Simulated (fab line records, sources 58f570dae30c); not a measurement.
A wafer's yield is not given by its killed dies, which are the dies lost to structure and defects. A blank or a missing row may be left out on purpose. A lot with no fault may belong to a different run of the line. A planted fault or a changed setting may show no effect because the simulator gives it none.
Code-filled problem report in 8D (eight disciplines) form -- flow berkeley-cmos170 -- the parts of the form that need people (team, actions taken, sign-off) are left out

== 1. WHAT IS WRONG ==
Mean PVT_TW at UCB170_PVT_TW_MEAS_09: 453 over 6 wafers in 2 lots; fault-free wafers: 509, standard deviation 3.2. Measured from the usual mean, that is -17 standard deviations.
Earliest sighting: wafer L591.2 on film-metro-03 at day 7 10:58. Wafers with a number at this step in the record: 42, from 14 lots. By rule, "out" or "out of limits" means more than 4 standard deviations away from the usual mean. Any other wafer with a number is counted as sound.

== 2. WHAT IT IS, WHAT IT ISN'T ==
question,is,is not
which readings at this step,PVT_TW,-
which lots,"L591, L593","L584, L585, L587, L589, L590, L597, L600, L601, L602, L604, L605, L606"
which wafers of those lots,all that have a number,-
read on which gauges,"film-metro-02, film-metro-03",film-metro-04
when,from day 7 10:58,"up to then (15 sound wafers); but 21 sound wafers of L597, L600, L601, L602, L604, L605, L606 came after"

== 3. SUSPECTS, AND WHAT RULES EACH OUT ==
Counting: any tool at a process step up to the reading is kept as a suspect provided that every lot that is out went through it and no sound lot did after the first of them.
- the gauge at UCB170_PVT_TW_MEAS_09: ruled out. The wafers that are out were read on 2 gauges (film-metro-02, film-metro-03).
- implanter-02 at UCB170_PVT_IMPLANT_07: ruled out as a lasting fault. Sound lots L604 ran on it after its first lot that is out, L591 (day 7 10:44).
Left after counting: nothing in the record.

== 4. THE CAUSE (what the simulator had put in) ==
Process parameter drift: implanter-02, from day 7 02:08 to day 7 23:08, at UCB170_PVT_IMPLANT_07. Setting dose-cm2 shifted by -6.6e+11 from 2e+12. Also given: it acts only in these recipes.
The count ruled it out by mistake, since the rule takes a fault to strike every lot its tool runs from the start of the fault on, and this one did not do so.

== 5. SEQUENCE OF EFFECTS, ordered by route ==
Rows list readings where the struck wafers' mean (over those with a number) sits beyond 3 standard deviations from the usual. Only readings for which the record gives a usual standard deviation are gone through. hours: the time from each lot's start at the first step in this table that gives one to its start at this step, as a median over the lots. sigmas: the change in usual standard deviations.
hours,step,reading,usual,on struck wafers,change,sigmas
0,UCB170_PVT_IMPLANT_07,dose-ions-cm2,1.9997e+12,1.3388e+12,-6.6087e+11,-99 or more
0,UCB170_PVT_IMPLANT_07,faraday-current-uA,6.34,4.26,-2.08,-15
0,UCB170_PVT_TW_MEAS_09,PVT_TW,509,453,-56,-17
Process steps it contains:
- UCB170_PVT_IMPLANT_07

== 6. WHAT WOULD HAVE CAUGHT IT SOONER ==
Counted from the fault's start at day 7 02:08, it took 9 hours until the first out-of-limits reading at a measuring or inspecting step in this record, taken at day 7 10:58.
At UCB170_PVT_IMPLANT_07, the tool's own readings (dose-ions-cm2, faraday-current-uA) were out on each struck wafer the step has a row for, so an alarm limit on them would have fired on the first such wafer.
